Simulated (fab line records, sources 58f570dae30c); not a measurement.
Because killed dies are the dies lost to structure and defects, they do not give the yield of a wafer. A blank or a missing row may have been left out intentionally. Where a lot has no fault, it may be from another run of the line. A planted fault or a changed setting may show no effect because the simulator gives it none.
What tool caused it? / flow berkeley-cmos170 / 14 lots with 42 wafers sampled at 4 steps, on a route of 331 steps

WHAT THE GAUGES READ, wafer by wafer
UCB170_V1_THK_MEAS_01.
lot=L225; measured=day 8 18:13; on=film-metro-04; V1_TEOS_THK (nm)=1985 2050 2042
lot=L224; measured=day 8 20:06; on=film-metro-04; V1_TEOS_THK (nm)=1968 1960 2010
lot=L227; measured=day 8 22:46; on=film-metro-02; V1_TEOS_THK (nm)=1990 2060 2000
lot=L228; measured=day 9 00:06; on=film-metro-04; V1_TEOS_THK (nm)=1990 2025 2046
lot=L226; measured=day 9 02:36; on=film-metro-03; V1_TEOS_THK (nm)=2016 2024 2008
lot=L229; measured=day 9 12:58; on=film-metro-03; V1_TEOS_THK (nm)=2030 1984 2026
lot=L230; measured=day 9 11:37; on=film-metro-03; V1_TEOS_THK (nm)=1978 1981 2011
lot=L231; measured=day 9 14:17; on=film-metro-03; V1_TEOS_THK (nm)=1956 1999 1988
lot=L232; measured=day 10 09:05; on=film-metro-04; V1_TEOS_THK (nm)=1993 1979 2022
lot=L238; measured=day 10 17:41; on=film-metro-04; V1_TEOS_THK (nm)=1998 1984 2029
lot=L237; measured=day 11 01:01; on=film-metro-02; V1_TEOS_THK (nm)=1968 1989 2001
lot=L244; measured=day 11 16:08; on=film-metro-04; V1_TEOS_THK (nm)=1964 2008 2009
lot=L241; measured=day 12 02:13; on=film-metro-04; V1_TEOS_THK (nm)=2006 2033 2041
lot=L240; measured=day 12 03:33; on=film-metro-02; V1_TEOS_THK (nm)=1966 1942 1963

UCB170_V1_BOW_MEAS_03.
lot=L225; measured=day 8 18:35; on=film-metro-03; V1_BOW (um)=14 8 12
lot=L224; measured=day 8 20:28; on=film-metro-03; V1_BOW (um)=21 13 27
lot=L227; measured=day 8 23:07; on=film-metro-04; V1_BOW (um)=21 11 33
lot=L228; measured=day 9 00:28; on=film-metro-02; V1_BOW (um)=19 25 22
lot=L226; measured=day 9 02:59; on=film-metro-03; V1_BOW (um)=13 20 19
lot=L229; measured=day 9 13:20; on=film-metro-02; V1_BOW (um)=16 14 16
lot=L230; measured=day 9 11:59; on=film-metro-02; V1_BOW (um)=29 21 15
lot=L231; measured=day 9 14:38; on=film-metro-02; V1_BOW (um)=24 18 10
lot=L232; measured=day 10 09:26; on=film-metro-02; V1_BOW (um)=17 20 18
lot=L238; measured=day 10 18:04; on=film-metro-03; V1_BOW (um)=23 23 16
lot=L237; measured=day 11 01:22; on=film-metro-03; V1_BOW (um)=12 21 25
lot=L244; measured=day 11 16:30; on=film-metro-04; V1_BOW (um)=12 16 12
lot=L241; measured=day 12 02:35; on=film-metro-02; V1_BOW (um)=14 24 21
lot=L240; measured=day 12 03:55; on=film-metro-02; V1_BOW (um)=19 18 20

UCB170_V1_CD_MEAS_90: target cd 700 nm.
lot=L225; measured=day 8 22:10; on=cd-sem-02; cd-nm (nm)=701.2 697.5 699.6
lot=L224; measured=day 8 23:33; on=cd-sem-02; cd-nm (nm)=700.3 699.3 698.7
lot=L227; measured=day 9 02:37; on=cd-sem-02; cd-nm (nm)=700.7 699.3 701.7
lot=L228; measured=day 9 03:26; on=cd-sem-01; cd-nm (nm)=698.3 697.0 697.2
lot=L226; measured=day 9 06:07; on=cd-sem-01; cd-nm (nm)=699.7 698.1 700.6
lot=L229; measured=day 9 15:22; on=cd-sem-01; cd-nm (nm)=701.7 702.9 702.9
lot=L230; measured=day 9 13:53; on=cd-sem-01; cd-nm (nm)=700.6 698.7 698.3
lot=L231; measured=day 9 17:53; on=cd-sem-02; cd-nm (nm)=699.1 699.3 699.6
lot=L232; measured=day 10 11:33; on=cd-sem-01; cd-nm (nm)=699.8 700.4 698.4
lot=L238; measured=day 10 20:17; on=cd-sem-01; cd-nm (nm)=698.5 699.4 698.1
lot=L237; measured=day 11 05:06; on=cd-sem-02; cd-nm (nm)=699.7 698.7 700.6
lot=L244; measured=day 11 18:34; on=cd-sem-02; cd-nm (nm)=702.1 703.6 701.7
lot=L241; measured=day 12 04:40; on=cd-sem-02; cd-nm (nm)=700.8 701.4 699.2
lot=L240; measured=day 12 06:07; on=cd-sem-01; cd-nm (nm)=700.3 698.7 699.6

EACH LOT AND THE TOOL THAT RAN IT (in order: tool; ch and the chambers of the sampled wafers; start)
lot=L225; UCB170_CONTACT_RTA_08=rtp-anneal-01 ch 0, day 8 12:53
lot=L224; UCB170_CONTACT_RTA_08=rtp-anneal-01 ch 0, day 8 14:23
lot=L227; UCB170_CONTACT_RTA_08=rtp-anneal-01 ch 0, day 8 16:23
lot=L228; UCB170_CONTACT_RTA_08=rtp-anneal-02 ch 0, day 8 16:41
lot=L226; UCB170_CONTACT_RTA_08=rtp-anneal-01 ch 0, day 8 18:13
lot=L229; UCB170_CONTACT_RTA_08=rtp-anneal-02 ch 0, day 9 03:55
lot=L230; UCB170_CONTACT_RTA_08=rtp-anneal-01 ch 0, day 9 04:22
lot=L231; UCB170_CONTACT_RTA_08=rtp-anneal-02 ch 0, day 9 07:25
lot=L232; UCB170_CONTACT_RTA_08=rtp-anneal-01 ch 0, day 10 04:16
lot=L238; UCB170_CONTACT_RTA_08=rtp-anneal-02 ch 0, day 10 12:11
lot=L237; UCB170_CONTACT_RTA_08=rtp-anneal-02 ch 0, day 10 19:00
lot=L244; UCB170_CONTACT_RTA_08=rtp-anneal-01 ch 0, day 11 09:49
lot=L241; UCB170_CONTACT_RTA_08=rtp-anneal-02 ch 0, day 11 21:15
lot=L240; UCB170_CONTACT_RTA_08=rtp-anneal-02 ch 0, day 11 21:42
- UCB170_CONTACT_RTA_08: time 10 s.

AS READ BY THE TOOLS THEMSELVES (means over the sampled wafers that have a number; for cases with no such wafer, the mark the record gives instead)
UCB170_CONTACT_RTA_08.
lot=L225; tool=rtp-anneal-01; lamp-power-pct (%)=20.89; wafer_temp_C_max=904.0
lot=L224; tool=rtp-anneal-01; lamp-power-pct (%)=20.88; wafer_temp_C_max=904.0
lot=L227; tool=rtp-anneal-01; lamp-power-pct (%)=20.87; wafer_temp_C_max=904.2
lot=L228; tool=rtp-anneal-02; lamp-power-pct (%)=20.83; wafer_temp_C_max=903.2
lot=L226; tool=rtp-anneal-01; lamp-power-pct (%)=20.88; wafer_temp_C_max=902.8
lot=L229; tool=rtp-anneal-02; lamp-power-pct (%)=20.80; wafer_temp_C_max=903.9
lot=L230; tool=rtp-anneal-01; lamp-power-pct (%)=20.89; wafer_temp_C_max=903.9
lot=L231; tool=rtp-anneal-02; lamp-power-pct (%)=20.82; wafer_temp_C_max=903.6
lot=L232; tool=rtp-anneal-01; lamp-power-pct (%)=20.88; wafer_temp_C_max=903.6
lot=L238; tool=rtp-anneal-02; lamp-power-pct (%)=20.82; wafer_temp_C_max=903.6
lot=L237; tool=rtp-anneal-02; lamp-power-pct (%)=20.80; wafer_temp_C_max=902.9
lot=L244; tool=rtp-anneal-01; lamp-power-pct (%)=20.89; wafer_temp_C_max=904.2
lot=L241; tool=rtp-anneal-02; lamp-power-pct (%)=24.23; wafer_temp_C_max=958.6
lot=L240; tool=rtp-anneal-02; lamp-power-pct (%)=24.22; wafer_temp_C_max=957.9

THE ANSWER, worked out from the rows above alone
Rule: usual is defined by the lots themselves. Put in order of their means at a reading, lots are off if they are a third of the lots or fewer, leave a main group of 4 or more, and stand apart from it by a gap of 3 or more times the standard deviation of the main group's means; of several such gaps the widest counts. Not used: any main group whose means are identical at the precision the tables above print for the reading. A lot without any number at a reading at which 4 lots or more have one is off too. The other lots that the step has rows for count as sound. After the gauges, taken in route order, come the tools' own readings; for these a lot's mean is taken, as printed above. At the first step where some lot is off, the reading lying furthest off is the one used; lots without a number count as furthest.
Off at UCB170_CONTACT_RTA_08 (wafer_temp_C_max): L241, L240. Mean 903.7 and standard deviation 0.45 in the main group.
A tool fits if, at that step or a process step before it, it ran every lot that is off, and no sound lot after the first of them. One candidate fits, namely rtp-anneal-02 at UCB170_CONTACT_RTA_08. A fault onset in the window from L237 (day 10 19:00, its last sound lot) to L241 (day 11 21:15, its first lot off) fits.
The tool's own readings at UCB170_CONTACT_RTA_08 bear it out: on the lots that are off they differ by more than 5 times the standard deviation of the sound lots' means. lamp-power-pct reads 24.23 % there against 20.85 % on the sound lots; wafer_temp_C_max reads 958.2 there against 903.7 on the sound lots.

WHAT HAD BEEN PUT IN BY THE SIMULATOR
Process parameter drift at UCB170_CONTACT_RTA_08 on rtp-anneal-02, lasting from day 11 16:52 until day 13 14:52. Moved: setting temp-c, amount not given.
Shown lots that were struck: L241, L240. The same result came from the rule above.
